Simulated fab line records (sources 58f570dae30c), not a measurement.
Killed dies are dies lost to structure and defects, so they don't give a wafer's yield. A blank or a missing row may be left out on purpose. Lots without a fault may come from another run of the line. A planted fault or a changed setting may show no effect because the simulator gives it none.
2 desks, one fault + flow berkeley_cmos170 + each desk has only its own numbers; what lay behind them comes last

FOR THE TOOL OWNER'S DESK: rie_metal-02
The tool's own readings at UCB170_M3_METAL_ETCH_18 (etches Al in Cl2/BCl3, stops on SiO2, target depth 1170 nm, time 195 s): means of the sampled wafers that have a number, for each lot that ran on this tool. A lot is out of limits, marked OUT, if its mean lies more than 4 standard deviations from the usual mean; the brackets give that distance.
Columns: A = drypump_motor_current_A at UCB170_M3_METAL_ETCH_18, usual 5.3 A; B = he_backside_leak_sccm at UCB170_M3_METAL_ETCH_18, usual 3.24 sccm; C = oes_product_au at UCB170_M3_METAL_ETCH_18, usual 0.868 a.u.; D = throttle_valve_pct at UCB170_M3_METAL_ETCH_18, usual 24.30 %
| lot  | first seen here | A   | B    | C     | D     |
|------|-----------------|-----|------|-------|-------|
| L852 | day 7 20:53     | 5.6 | 3.40 | 0.876 | 24.14 |
| L857 | day 8 17:25     | 5.6 | 3.34 | 0.843 | 24.16 |
| L859 | day 9 03:49     | 5.6 | 3.48 | 0.852 | 24.15 |
| L869 | day 11 22:51    | 5.5 | 3.26 | 0.866 | 24.17 |
| L872 | day 12 14:33    | 5.6 | 3.29 | 0.875 | 24.14 |
This desk's finding: nothing out of limits on any of the 5 lots.

FROM THE METROLOGY DESK
Means of the sampled wafers that have a number, per lot and without regard to the tool the lot ran on: this is what the gauges read. A lot is out of limits, marked OUT, if its mean lies more than 4 standard deviations from the usual mean; the brackets give that distance.
Columns: A = CONTACT_PSG_THK at UCB170_CONTACT_THK_MEAS_02, usual 698 nm; B = cd_nm at UCB170_M2_CD_MEAS_15, usual 700.4 nm; C = cd_nm at UCB170_M3_CD_MEAS_90, usual 700 nm
| lot  | first seen here | A   | B     | C   |
|------|-----------------|-----|-------|-----|
| L850 | day 6 13:40     | 701 | 699.5 | 696 |
| L849 | day 6 15:49     | 696 | 699.6 | 700 |
| L852 | day 6 22:39     | 699 | 699.3 | 705 |
| L854 | day 7 13:26     | 705 | 700.8 | 699 |
| L857 | day 7 21:16     | 703 | 699.9 | 705 |
| L855 | day 7 22:14     | 701 | 700.3 | 700 |
| L856 | day 8 06:51     | 701 | 700.1 | 702 |
| L859 | day 8 06:53     | 690 | 702.6 | 707 |
| L864 | day 10 10:16    | 710 | 701.0 | 702 |
| L866 | day 10 11:46    | 703 | 700.8 | 698 |
| L869 | day 10 23:46    | 699 | 702.2 | 702 |
| L870 | day 10 23:47    | 703 | 698.4 | 702 |
| L872 | day 11 16:43    | 696 | 700.7 | 697 |
| L871 | day 11 16:44    | 697 | 698.6 | 696 |
This desk's finding: nothing out of limits on any of the 14 lots.

TAKEN TOGETHER
Nothing out of limits was seen by the tool owner's desk.
Nothing out of limits was seen by the metrology desk.

WHAT THE SIMULATOR HAD INSERTED
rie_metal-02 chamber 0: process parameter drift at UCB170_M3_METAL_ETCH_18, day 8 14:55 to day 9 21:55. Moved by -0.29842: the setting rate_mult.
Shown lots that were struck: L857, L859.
